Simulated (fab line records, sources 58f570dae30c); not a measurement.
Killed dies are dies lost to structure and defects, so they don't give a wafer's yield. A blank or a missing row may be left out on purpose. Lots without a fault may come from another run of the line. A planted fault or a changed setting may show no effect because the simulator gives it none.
Which tool did it? | flow berkeley_cmos170 | 15 lots, 45 wafers sampled, at 4 steps of a route of 331

WHAT THE GAUGES READ, wafer by wafer
UCB170_SDANNEAL_RS_MEAS_04: measures by four-point-probe.
lot  | measured     | on            | PLDD_RS (ohm/sq)
L383 | day 8 14:32  | film_metro-04 | 1029.0 1028.8 1027.6
L384 | day 8 14:49  | film_metro-03 | 1032.0 1030.8 1033.1
L386 | day 8 15:06  | film_metro-01 | 1031.5 1033.5 1029.9
L387 | day 9 10:29  | film_metro-03 | 1033.8 1031.9 1033.6
L389 | day 9 10:35  | film_metro-01 | 1032.1 1031.0 1028.3
L391 | day 10 07:55 | film_metro-03 | 1032.0 1035.1 1032.4
L392 | day 10 07:55 | film_metro-01 | 1035.4 1032.1 1033.8
L393 | day 10 08:04 | film_metro-04 | 1030.7 1029.2 1030.4
L395 | day 10 23:48 | film_metro-03 | 1032.5 1030.8 1033.3
L397 | day 11 07:25 | film_metro-04 | 1030.1 1032.0 1028.0
L400 | day 11 20:07 | film_metro-04 | 1029.0 1032.6 1033.3
L398 | day 11 21:12 | film_metro-03 | 1036.3 1035.8 1033.3
L402 | day 12 23:36 | film_metro-04 | 1029.2 1032.6 1029.8
L403 | day 13 00:38 | film_metro-01 | 1030.3 1030.8 1031.6
L401 | day 13 00:38 | film_metro-03 | 1029.3 1034.8 1030.1

UCB170_V2_OVL_MEAS_13.
lot  | measured     | on         | V2_OVL (nm)
L383 | day 9 07:35  | overlay-02 | 6 -9 4
L384 | day 9 10:44  | overlay-02 | -13 -8 0
L386 | day 9 11:05  | overlay-01 | -10 -8 1
L387 | day 10 03:26 | overlay-02 | -4 -8 -7
L389 | day 10 04:01 | overlay-02 | -3 0 4
L391 | day 11 01:13 | overlay-02 | 1 0 -2
L392 | day 11 01:02 | overlay-01 | 10 8 4
L393 | day 11 02:13 | overlay-02 | 5 -5 7
L395 | day 12 03:17 | overlay-01 | 1 -1 -1
L397 | day 12 03:25 | overlay-01 | 0 5 11
L400 | day 12 19:08 | overlay-02 | 6 9 0
L398 | day 13 01:03 | overlay-02 | 4 -1 -8
L402 | day 13 20:25 | overlay-02 | 2 1 4
L403 | day 13 23:57 | overlay-02 | -1 0 -9
L401 | day 14 02:18 | overlay-02 | 4 3 4

WHICH TOOL RAN EACH LOT (tool, then ch and the chambers of the sampled wafers, then the start)
lot  | UCB170_CONTACT_ETCH_18             | UCB170_M1_SPUTTER_00
L383 | rie_diel-04 ch 1,2,3, day 8 20:00  | pvd_sputter-04, day 8 20:46
L384 | rie_diel-03 ch 0,1,3, day 8 21:00  | pvd_sputter-03, day 8 21:34
L386 | rie_diel-01 ch 1,2,3, day 8 21:00  | pvd_sputter-01, day 8 21:53
L387 | rie_diel-01 ch 2,3, day 9 14:00    | pvd_sputter-04, day 9 15:34
L389 | rie_diel-01 ch 1,2,3, day 9 15:00  | pvd_sputter-01, day 9 16:06
L391 | rie_diel-04 ch 1,2,3, day 10 12:00 | pvd_sputter-03, day 10 13:10
L392 | rie_diel-01 ch 1,2,3, day 10 12:00 | pvd_sputter-01, day 10 12:54
L393 | rie_diel-03 ch 0,1,3, day 10 12:00 | pvd_sputter-01, day 10 13:22
L395 | rie_diel-04 ch 0,1, day 11 07:00   | pvd_sputter-04, day 11 07:37
L397 | rie_diel-03 ch 0,1,2, day 11 12:00 | pvd_sputter-01, day 11 12:44
L400 | rie_diel-03 ch 0,1,2, day 12 04:00 | pvd_sputter-04, day 12 04:59
L398 | rie_diel-03 ch 1,3, day 12 08:00   | pvd_sputter-01, day 12 11:28
L402 | rie_diel-01 ch 0,1,2, day 13 07:00 | pvd_sputter-01, day 13 09:49
L403 | rie_diel-01 ch 0,1,2, day 13 11:00 | pvd_sputter-04, day 13 11:49
L401 | rie_diel-03 ch 0,1, day 13 11:00   | pvd_sputter-03, day 13 13:55
- UCB170_CONTACT_ETCH_18: etches PSG in CHF3/CF4/Ar, stops on TiSi2, target depth 840 nm, time 195 s.
- UCB170_M1_SPUTTER_00: material Al, target thk 600 nm, time 80 s.

WHAT THE TOOLS THEMSELVES READ (means of the sampled wafers that have a number; where no wafer has one, the mark that the record gives instead)
UCB170_CONTACT_ETCH_18.
lot  | tool        | drypump_motor_current_A (A) | oes_product_au (a.u.) | throttle_valve_pct (%)
L383 | rie_diel-04 | 5.7                         | 0.906                 | 6.89
L384 | rie_diel-03 | 5.3                         | 0.890                 | 6.91
L386 | rie_diel-01 | 5.7                         | 0.893                 | 6.91
L387 | rie_diel-01 | 5.7                         | 0.875                 | 6.91
L389 | rie_diel-01 | 5.7                         | 0.871                 | 6.91
L391 | rie_diel-04 | 5.7                         | 0.908                 | 6.90
L392 | rie_diel-01 | 5.7                         | 0.872                 | 6.91
L393 | rie_diel-03 | 5.4                         | 0.897                 | 6.91
L395 | rie_diel-04 | 5.9                         | 0.919                 | 6.84
L397 | rie_diel-03 | 5.6                         | 0.895                 | 7.01
L400 | rie_diel-03 | 5.6                         | 0.894                 | 7.00
L398 | rie_diel-03 | 5.2                         | 0.904                 | 6.80
L402 | rie_diel-01 | 5.4                         | 0.886                 | 6.94
L403 | rie_diel-01 | 5.4                         | 0.887                 | 6.93
L401 | rie_diel-03 | 5.6                         | 0.887                 | 7.02

UCB170_M1_SPUTTER_00.
lot  | tool           | throttle_valve_pct (%)
L383 | pvd_sputter-04 | 29.7
L384 | pvd_sputter-03 | 30.4
L386 | pvd_sputter-01 | 30.6
L387 | pvd_sputter-04 | 29.2
L389 | pvd_sputter-01 | 31.2
L391 | pvd_sputter-03 | 30.1
L392 | pvd_sputter-01 | 30.3
L393 | pvd_sputter-01 | 31.0
L395 | pvd_sputter-04 | 29.8
L397 | pvd_sputter-01 | 31.1
L400 | pvd_sputter-04 | 29.6
L398 | pvd_sputter-01 | 31.0
L402 | pvd_sputter-01 | 31.2
L403 | pvd_sputter-04 | 29.6
L401 | pvd_sputter-03 | 30.4

THE ANSWER, worked out from the rows above alone
Rule: what is usual is taken from the lots themselves. Put in order of their means at a reading, lots are off if they are a third of the lots or fewer, leave a main group of 4 or more, and stand apart from it by a gap of 3 or more times the standard deviation of the main group's means; of several such gaps the widest counts. A main group whose means are all the same, to the digits that the tables above print for the reading, isn't used. A lot without any number at a reading at which 4 lots or more have one is off too. The other lots that the step has rows for count as sound. The gauges are gone through in route order, then the tools' own readings, and for those a lot's mean is taken as printed above. The first step at which some lot is off is used, and at that step the reading that is off furthest; a lot without a number counts as furthest.
No lot is off at any reading shown: from this, nothing can be told.

WHAT THE SIMULATOR HAD PUT IN
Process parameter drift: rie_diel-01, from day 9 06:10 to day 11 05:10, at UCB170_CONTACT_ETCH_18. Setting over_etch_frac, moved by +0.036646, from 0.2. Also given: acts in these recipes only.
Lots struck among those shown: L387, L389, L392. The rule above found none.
